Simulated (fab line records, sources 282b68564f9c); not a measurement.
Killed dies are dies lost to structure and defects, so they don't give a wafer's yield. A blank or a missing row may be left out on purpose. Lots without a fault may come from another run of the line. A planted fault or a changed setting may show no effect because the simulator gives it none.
A struck lot beside a sound one | flow rit_cmos | 44 steps out of a route of 202
Sound: wafers L506.4, L506.5, L506.6. Struck: wafers L507.2, L507.4, L507.5. The cause comes at the end.
At each step with rows: each side's tool, then ch and its chambers, then its first start. Under that, the readings that differ: sound wafers | struck wafers | difference of the means | sigmas: that difference in standard deviations of wafers without a fault.
alike: readings whose means differ by less than 2 such deviations, and words and numbers that are the same on both sides. not compared: withheld readings, readings that some wafer has no value for, bounds like >300 that may hide the same value, and numbers for which the record gives no deviation and whose values overlap.
The two part at a step that has a row with sigmas, a row that says differs or no value, or rows on one side only. Numbers that don't overlap but have no deviation are shown without sigmas and don't part them. A reading that every wafer of one side lacks parts them only if that side has two wafers or more.

first, 2 steps without rows for these wafers: RIT_NLDD_HARDBAKE_07 (time 60 s); RIT_NLDD_IMPLANT_08.
RIT_NLDD_STRIP_09: strips in O2, time 180 s.
  sound on plasma_asher-01 ch 0,1, day 3 21:35; struck on plasma_asher-04 ch 0,1, day 4 00:10
  alike: drypump_motor_current_A, o2_flow_sccm
  not compared: rf_hours_counter_h
RIT_NLDD_TW_MEAS_10:
  sound on film_metro-03, day 3 21:44; struck on film_metro-03, day 4 00:21
  alike: NLDD_TW
then, 6 steps without rows for these wafers: RIT_PLDD_HMDS_00 (prime time 60 s); RIT_PLDD_COAT_01 (resist thk 1000 nm); RIT_PLDD_SOFTBAKE_02 (time 60 s); RIT_PLDD_EXPOSE_03 (exposes mask M8, target cd 40900 nm); RIT_PLDD_PEB_04; RIT_PLDD_DEVELOP_05 (develop time 50 s).
RIT_PLDD_OVL_MEAS_06:
  sound on overlay-02, day 3 22:46; struck on overlay-01, day 4 01:16
  alike: PLDD_OVL
then, 1 step without rows for these wafers: RIT_PLDD_HARDBAKE_07 (time 60 s).
RIT_PLDD_IMPLANT_08:
  sound on implanter-02 ch 0, day 3 23:00; struck on implanter-03 ch 0, day 4 01:47
RIT_PLDD_STRIP_09: strips in O2, time 180 s.
  sound on plasma_asher-02 ch 0,1, day 3 23:08; struck on plasma_asher-04 ch 0,1, day 4 01:54
  alike: drypump_motor_current_A, o2_flow_sccm
  not compared: rf_hours_counter_h
RIT_PLDD_TW_MEAS_10:
  sound on film_metro-03, day 3 23:17; struck on film_metro-04, day 4 02:05
  reading | sound          | struck         | difference | sigmas
  PLDD_TW | 2393 2393 2381 | 2749 2744 2765 | +364       | +13
then, 4 steps without rows for these wafers: RIT_SPACER_CLEAN_00 (cleans in SC1, time 600 s); RIT_SPACER_CLEAN_01 (cleans in dHF, time 30 s); RIT_SPACER_CLEAN_02 (cleans in SC2, time 600 s); RIT_SPACER_CVD_03 (deposits Si3N4 from SiH2Cl2/NH3, target thk 250 nm, time 3300 s).
RIT_SPACER_THK_MEAS_04:
  sound on film_metro-03, day 4 02:13; struck on film_metro-03, day 4 06:28
  alike: SPACER_NITRIDE_THK
RIT_SPACER_ETCHBACK_05: etches Si3N4 in SF6/CHF3, stops on SiO2, target depth 250 nm, time 240 s.
  sound on rie_diel-03 ch 0,1,3, day 4 02:15; struck on rie_diel-03 ch 1,2,3, day 4 06:31
  alike: drypump_motor_current_A, oes_product_au, throttle_valve_pct
  not compared: rf_hours_counter_h
then, 6 steps without rows for these wafers: RIT_NSD_HMDS_00 (prime time 60 s); RIT_NSD_COAT_01 (resist thk 1000 nm); RIT_NSD_SOFTBAKE_02 (time 60 s); RIT_NSD_EXPOSE_03 (exposes mask M9, target cd 40700 nm); RIT_NSD_PEB_04; RIT_NSD_DEVELOP_05 (develop time 50 s).
RIT_NSD_OVL_MEAS_06:
  sound on overlay-01, day 4 03:22; struck on overlay-01, day 4 07:35
  alike: NSD_OVL
then, 2 steps without rows for these wafers: RIT_NSD_HARDBAKE_07 (time 60 s); RIT_NSD_IMPLANT_08.
RIT_NSD_STRIP_09: strips in O2, time 180 s.
  sound on plasma_asher-01 ch 0,1, day 4 03:45; struck on plasma_asher-04 ch 0,1, day 4 08:03
  alike: drypump_motor_current_A, o2_flow_sccm
  not compared: rf_hours_counter_h
RIT_NSD_TW_MEAS_10:
  sound on film_metro-03, day 4 03:53; struck on film_metro-03, day 4 08:14
  alike: NSD_TW
then, 6 steps without rows for these wafers: RIT_PSD_HMDS_00 (prime time 60 s); RIT_PSD_COAT_01 (resist thk 1000 nm); RIT_PSD_SOFTBAKE_02 (time 60 s); RIT_PSD_EXPOSE_03 (exposes mask M10, target cd 40900 nm); RIT_PSD_PEB_04; RIT_PSD_DEVELOP_05 (develop time 50 s).
RIT_PSD_OVL_MEAS_06:
  sound on overlay-01, day 4 04:55; struck on overlay-02, day 4 10:31
  alike: PSD_OVL
then, 2 steps without rows for these wafers: RIT_PSD_HARDBAKE_07 (time 60 s); RIT_PSD_IMPLANT_08.
RIT_PSD_STRIP_09: strips in O2, time 180 s.
  sound on plasma_asher-02 ch 0,1, day 4 05:17; struck on plasma_asher-02 ch 0,1, day 4 10:59
  alike: drypump_motor_current_A, o2_flow_sccm
  not compared: rf_hours_counter_h
RIT_SDANNEAL_RS_MEAS_06: measures by four-point-probe.
  sound on film_metro-04, day 4 06:20; struck on film_metro-03, day 4 11:54
  reading          | sound             | struck            | difference | sigmas
  PLDD_RS (ohm/sq) | 178.5 178.1 178.2 | 151.0 151.2 151.0 | -27.2      | -70
RIT_M1_PROBE_99:
  the record has rows for the struck wafers here (prober-01, day 4 20:32) and none for the sound ones

WHERE THEY PART
First at RIT_PLDD_TW_MEAS_10; last, within this record, at RIT_M1_PROBE_99.

WHY: what the simulator had put in
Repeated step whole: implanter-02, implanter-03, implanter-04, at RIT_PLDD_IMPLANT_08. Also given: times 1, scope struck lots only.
